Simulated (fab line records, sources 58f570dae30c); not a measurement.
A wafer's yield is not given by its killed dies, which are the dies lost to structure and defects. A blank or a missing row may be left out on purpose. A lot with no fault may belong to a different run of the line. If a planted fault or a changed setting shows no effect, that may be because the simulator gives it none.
fab line records -- flow berkeley_cmos170
record: lots: 7, wafers: 21, last_day: 11
route steps=331 shown NWELL@15
lots untouched by any fault: they come from a run of this same line in which no faults occurred
start_h: the number of hours between the record's first day and the start of the first shown wafer of the lot -- wait_h: how many hours have passed since the lot's step before this one -- " identical to the entry in the row above -- L1.1+2: a row that stands for several wafers -- - either no value or no given start -- * or withheld: withheld -- < > ~ a bound
route shown NAME@n: a module of which the file shows steps, and the number in the route of the first -- usual: the fault-free wafers' mean and standard deviation -- same: alike in all rows -- chamber/n: place in a boat -- sites: per-site readings -- _std_site: standard deviation of those values -- _edge_site: the outer-site mean with the inner-site mean subtracted -- radius_mm: for every site, how far away it sits from the centre of the wafer -- mask NAME#n: copy n -- behind: the last tool/chamber to shape the wafer -- hold: the reason the lot was held/the length of the hold in hours/how it ended -- device: the n, p or np transistor that did not switch -- end of line: the route-end tests of the same wafers -- for a step that has no rows: nothing shown but its recipe -- killed: the dies lost at the first sort to structure and to defects; this is not the yield of the wafer -- map: a wafer's dies, x killed, . not, _ none there
set.NAME: the setting the step ran with; set.NAME@STEP: the setting that earlier step ran with -- model.NAME: the simulator's own value behind a step, which no gauge read
lots seen at some steps along the route; tables by step, rows by wafer
services: when a tool's chamber went out of use (start_h, in hours from the record's first day, below 0 if earlier), for how many hours, and the reason
== steps ==
step: UCB170_NWELL_OXIDATION_01
recipe: temp_c: 1000, ambient: O2, target_thk_a: 264, ox_time_s: 1260
step: UCB170_NWELL_THK_MEAS_02
recipe: reads: SiO2_of_NWELL_OXIDATION_01
usual: NWELL_OXIDE_THK: 26.7/0.56
lot.wafer,tool,chamber,start_h,wait_h,NWELL_OXIDE_THK[nm]
L372.3,film_metro-02,-,31.38,0.1,26.6
L372.4,film_metro-02,-,31.38,0.1,26.6
L372.6,film_metro-02,-,31.38,0.1,27.3
L377.1,film_metro-04,-,52.01,0.0,27.6
L377.2,film_metro-04,-,52.01,0.0,27.7
L377.5,film_metro-04,-,52.01,0.0,27.6
L376.2,film_metro-02,-,52.02,0.0,27.4
L376.4,film_metro-02,-,52.02,0.0,27.3
L376.6,film_metro-02,-,52.02,0.0,27.3
L378.1,film_metro-02,-,59.36,0.0,27.1
L378.2,film_metro-02,-,59.36,0.0,26.4
L378.4,film_metro-02,-,59.36,0.0,26.9
L381.1,film_metro-03,-,76.55,0.0,26.8
L381.2,film_metro-03,-,76.55,0.0,26.6
L381.5,film_metro-03,-,76.55,0.0,26.0
L385.4,film_metro-02,-,100.04,0.0,26.7
L385.5,film_metro-02,-,100.04,0.0,26.4
L385.6,film_metro-02,-,100.04,0.0,26.9
L389.1,film_metro-04,-,114.21,0.0,26.3
L389.2,film_metro-04,-,114.21,0.0,25.9
L389.6,film_metro-04,-,114.21,0.0,25.7
step: UCB170_NWELL_ANNEAL_03
recipe: temp_c: 1000, time_s: 900, ambient: N2
step: UCB170_NWELL_CVD_04
recipe: material: Si3N4, target_thk_nm: 224, temp_c: 800, precursor: SiH2Cl2/NH3, time_s: 3360, pressure_mtorr: 200, sih2cl2_flow_sccm: 25, nh3_flow_sccm: 75
step: UCB170_NWELL_THK_MEAS_05
recipe: reads: Si3N4_of_NWELL_CVD_04
usual: NWELL_NITRIDE_THK: 222.8/2.5
lot.wafer,tool,chamber,start_h,wait_h,NWELL_NITRIDE_THK[nm]
L372.3,film_metro-04,-,40.32,0.0,223.3
L372.4,film_metro-04,-,40.32,0.0,221.9
L372.6,film_metro-04,-,40.32,0.0,220.6
L377.1,film_metro-02,-,57.96,0.0,227.5
L377.2,film_metro-02,-,57.96,0.0,226.3
L377.5,film_metro-02,-,57.96,0.0,224.5
L376.2,film_metro-03,-,57.97,0.0,226.9
L376.4,film_metro-03,-,57.97,0.0,227.4
L376.6,film_metro-03,-,57.97,0.0,227.8
L378.1,film_metro-03,-,65.55,0.0,220.0
L378.2,film_metro-03,-,65.55,0.0,222.0
L378.4,film_metro-03,-,65.55,0.0,221.8
L381.1,film_metro-04,-,83.70,0.0,222.6
L381.2,film_metro-04,-,83.70,0.0,221.4
L381.5,film_metro-04,-,83.70,0.0,219.6
L385.4,film_metro-02,-,105.54,0.0,223.0
L385.5,film_metro-02,-,105.54,0.0,221.0
L385.6,film_metro-02,-,105.54,0.0,223.2
L389.1,film_metro-04,-,119.97,0.0,224.9
L389.2,film_metro-04,-,119.97,0.0,223.6
L389.6,film_metro-04,-,119.97,0.0,224.6
step: UCB170_NWELL_HMDS_06
recipe: prime_time_s: 60, prime_temp_c: 100
step: UCB170_NWELL_COAT_07
recipe: resist: KrF, spin_rpm: 1500, resist_thk_nm: 900
step: UCB170_NWELL_SOFTBAKE_08
recipe: resist: KrF, temp_c: 130, time_s: 60
step: UCB170_NWELL_EXPOSE_09
recipe: mask_id: NWELL, target_cd_nm: 3000, na: 0.5, sigma_outer: 0.6, source_shape: conventional, dose_mj: 25
step: UCB170_NWELL_PEB_10
recipe: peb_temp_c: 130, peb_time_s: withheld, resist: KrF
step: UCB170_NWELL_DEVELOP_11
recipe: developer: TMAH, develop_time_s: 45, resist: KrF, dev_temp_c: 21
step: UCB170_NWELL_OVL_MEAS_12
usual: NWELL_OVL: 0/5.7
lot.wafer,tool,chamber,start_h,wait_h,NWELL_OVL[nm]
L372.3,overlay-01,-,42.63,-,6
L372.4,overlay-01,-,42.63,-,5
L372.6,overlay-01,-,42.63,-,10
L377.1,overlay-01,-,59.11,-,-1
L377.2,overlay-01,-,59.11,-,4
L377.5,overlay-01,-,59.11,-,-1
L376.2,overlay-01,-,59.24,-,3
L376.4,overlay-01,-,59.24,-,-1
L376.6,overlay-01,-,59.24,-,4
L378.1,overlay-02,-,66.80,-,-3
L378.2,overlay-02,-,66.80,-,2
L378.4,overlay-02,-,66.80,-,4
L381.1,overlay-01,-,85.02,-,4
L381.2,overlay-01,-,85.02,-,10
L381.5,overlay-01,-,85.02,-,4
L385.4,overlay-01,-,107.47,-,0
L385.5,overlay-01,-,107.47,-,5
L385.6,overlay-01,-,107.47,-,-1
L389.1,overlay-02,-,121.01,-,-5
L389.2,overlay-02,-,121.01,-,5
L389.6,overlay-02,-,121.01,-,2
step: UCB170_NWELL_ETCH_13
recipe: chemistry: CH3F/Ar/O2, target: Si3N4, stop_on: SiO2, CH3F_flow_sccm: 20, Ar_flow_sccm: 50, O2_flow_sccm: 7, pressure_mtorr: 50, rf_w: 450, target_depth_a: 2464, over_etch_frac: 0.1, time_s: 154
usual: CH3F_flow_sccm: 20.00/0.06, O2_flow_sccm: 6.999/0.021, drypump_motor_current_A: 5.7/0.4, oes_product_au: 0.941/0.015, throttle_valve_pct: 8.08/0.11
lot.wafer,tool,chamber,start_h,wait_h,CH3F_flow_sccm,O2_flow_sccm,drypump_motor_current_A,oes_product_au,rf_hours_counter_h,throttle_valve_pct,model.KrF_of_NWELL_COAT_07.thk_nm
L372.3,rie_diel-03,2,42.65,0.0,19.94,6.980,5.8,0.935,133,8.17,721.9
L372.4,rie_diel-03,0,42.65,0.0,19.93,6.975,5.1,0.947,82,8.01,721.7
L372.6,rie_diel-03,3,42.65,0.0,19.98,6.980,5.5,0.931,-,8.17,721.2
L377.1,rie_diel-03,3,59.15,0.0,-,-,-,-,-,-,888.9
L377.2,rie_diel-03,1,59.15,0.0,-,-,-,-,-,-,888.2
L377.5,rie_diel-03,3,59.15,0.0,-,-,-,-,-,-,888.4
L376.2,rie_diel-02,1,59.27,0.0,-,-,-,-,-,-,884.1
L376.4,rie_diel-02,2,59.27,0.0,-,-,-,-,-,-,883.6
L376.6,rie_diel-02,2,59.27,0.0,-,-,-,-,-,-,882.8
L378.1,rie_diel-01,3,66.83,0.0,-,-,-,-,-,-,887.3
L378.2,rie_diel-01,1,66.83,0.0,-,-,-,-,-,-,884.3
L378.4,rie_diel-01,2,66.83,0.0,-,-,-,-,-,-,884
L381.1,rie_diel-01,2,85.06,0.0,19.95,6.952,6.4,0.957,33,8.33,721.5
L381.2,rie_diel-01,1,85.06,0.0,20.04,7.023,5.6,0.949,15,8.14,718.9
L381.5,rie_diel-01,0,85.06,0.0,19.98,6.995,6.0,0.943,-,8.10,716.4
L385.4,rie_diel-02,2,107.49,0.0,19.93,7.014,6.1,0.946,150,7.98,721.5
L385.5,rie_diel-02,0,107.49,0.0,20.02,6.951,6.1,0.918,-,8.24,722.8
L385.6,rie_diel-02,3,107.49,0.0,19.93,7.044,5.6,0.963,-,7.97,723
L389.1,rie_diel-01,0,121.04,0.0,19.94,7.028,6.0,0.950,113,8.11,724.8
L389.2,rie_diel-01,2,121.04,0.0,20.04,7.022,6.4,0.961,35,8.32,723.3
L389.6,rie_diel-01,0,121.04,0.0,19.97,7.027,6.0,0.949,-,8.10,725.5
step: UCB170_NWELL_IMPLANT_14
recipe: species: P, dose_cm2: 1e+13, energy_kev: 150, tilt_deg: 7
step: UCB170_NWELL_STRIP_15
recipe: chemistry: O2, power_w: 400, pressure_mtorr: 3500, platen_temp_c: withheld, o2_flow_sccm: 400, overash_fraction: 0.5
usual: drypump_motor_current_A: 5.7/0.66, oes_product_au: 0.721/0.0045, strip_time_to_endpoint_s: 17.98/0.077
lot.wafer,tool,chamber,start_h,wait_h,drypump_motor_current_A,oes_product_au,rf_hours_counter_h,strip_time_to_endpoint_s
L372.3,plasma_asher-01,0,42.94,0.1,4.9,0.716,-,18.02
L372.4,plasma_asher-01,1,42.94,0.1,4.8,0.723,-,18.02
L372.6,plasma_asher-01,1,42.94,0.1,4.9,0.715,-,17.99
L377.1,plasma_asher-04,1,59.40,0.1,5.8,0.741,32,21.71
L377.2,plasma_asher-04,0,59.40,0.1,6.5,0.725,32,21.68
L377.5,plasma_asher-04,0,59.40,0.1,6.6,0.737,-,21.68
L376.2,plasma_asher-02,1,59.55,0.1,5.5,0.734,25,21.60
L376.4,plasma_asher-02,1,59.55,0.1,5.5,0.727,-,21.58
L376.6,plasma_asher-02,0,59.55,0.1,6.4,0.744,-,21.55
L378.1,plasma_asher-02,1,67.09,0.1,5.5,0.733,26,21.65
L378.2,plasma_asher-02,0,67.09,0.1,6.4,0.729,26,21.59
L378.4,plasma_asher-02,1,67.09,0.1,5.5,0.742,-,21.58
L381.1,plasma_asher-01,0,85.31,0.1,4.9,0.724,36,18.01
L381.2,plasma_asher-01,1,85.31,0.1,4.8,0.720,36,17.94
L381.5,plasma_asher-01,1,85.31,0.1,4.8,0.714,-,17.90
L385.4,plasma_asher-04,0,107.77,0.1,6.5,0.716,-,18.00
L385.5,plasma_asher-04,0,107.77,0.1,6.6,0.716,-,18.05
L385.6,plasma_asher-04,1,107.77,0.1,5.8,0.721,-,18.06
L389.1,plasma_asher-02,1,121.30,0.1,5.5,0.712,33,18.10
L389.2,plasma_asher-02,0,121.30,0.1,6.5,0.728,33,18.06
L389.6,plasma_asher-02,0,121.30,0.1,6.5,0.715,-,18.11
step: UCB170_NWELL_TW_MEAS_16
usual: NWELL_TW: 1242/5.8
lot.wafer,tool,chamber,start_h,wait_h,NWELL_TW
L372.3,film_metro-02,-,43.04,0.1,1240
L372.4,film_metro-02,-,43.04,0.1,1236
L372.6,film_metro-02,-,43.04,0.1,1237
L377.1,film_metro-03,-,59.50,0.1,1240
L377.2,film_metro-03,-,59.50,0.1,1249
L377.5,film_metro-03,-,59.50,0.1,1244
L376.2,film_metro-02,-,59.66,0.1,1234
L376.4,film_metro-02,-,59.66,0.1,1239
L376.6,film_metro-02,-,59.66,0.1,1242
L378.1,film_metro-03,-,67.19,0.1,1245
L378.2,film_metro-03,-,67.19,0.1,1247
L378.4,film_metro-03,-,67.19,0.1,1248
L381.1,film_metro-03,-,85.41,0.1,1236
L381.2,film_metro-03,-,85.41,0.1,1245
L381.5,film_metro-03,-,85.41,0.1,1242
L385.4,film_metro-04,-,107.87,0.1,1237
L385.5,film_metro-04,-,107.87,0.1,1239
L385.6,film_metro-04,-,107.87,0.1,1238
L389.1,film_metro-03,-,121.40,0.1,1238
L389.2,film_metro-03,-,121.40,0.1,1230
L389.6,film_metro-03,-,121.40,0.1,1232
== services ==
tool,chamber,start_h,hours,kind
rie_diel-01,0,44.43,12.2,repair
rie_diel-02,1,59.94,3.0,repair
rie_diel-02,0,60.03,10.7,repair
rie_diel-01,3,68.72,2.0,repair
plasma_asher-04,-,80.90,0.6,repair
plasma_asher-04,-,84.77,2.8,pm
plasma_asher-04,-,108.75,9.0,pm
plasma_asher-04,0,108.75,9.0,vent_cycle
plasma_asher-04,1,108.75,9.0,vent_cycle
plasma_asher-04,0,117.75,-,clean
plasma_asher-04,1,117.75,-,clean
== key ==
first_sign: step: UCB170_NWELL_ETCH_13, reading: tool_record, direction: missing
effect: step: UCB170_NWELL_STRIP_15, reading: strip_time_to_endpoint_s, direction: up, sigmas: 48, usual: *, struck: *
model_effect: step: UCB170_NWELL_ETCH_13, value: KrF_of_NWELL_COAT_07.thk_nm, without: 720.8, struck: 885.7
met_at UCB170_NWELL_ETCH_13
struck_wafers L376.2,L376.4,L376.6,L377.1,L377.2,L377.5,L378.1,L378.2,L378.4
later_rows_left_out L376.2,L376.4,L376.6,L377.1,L377.2,L377.5,L378.1,L378.2,L378.4
sort_left_out L376.2,L376.4,L376.6,L377.1,L377.2,L377.5,L378.1,L378.2,L378.4
tester_left_out L376,L377,L378
onset_between 42.65 59.15
fault: kind: skipped_step_whole, tool: rie_diel-01,rie_diel-02,rie_diel-03, chamber: -, onset_h: 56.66, steps: UCB170_NWELL_ETCH_13, scope: struck_lots_only
tester_left_out: of these lots the tester's yield and bins aren't shown, on N5 and GAA mostly nor the transistor test; their killed dies are dies lost to structure and defects alone, not to doping, threshold or leakage, so they don't give the yield
sort_left_out: the simulated sort isn't trusted on such a fault, so these wafers' sort isn't shown, and their yield isn't known
later_rows_left_out: the simulator's readings of these wafers behind a module that went badly wrong aren't trusted and aren't shown, but for the sort
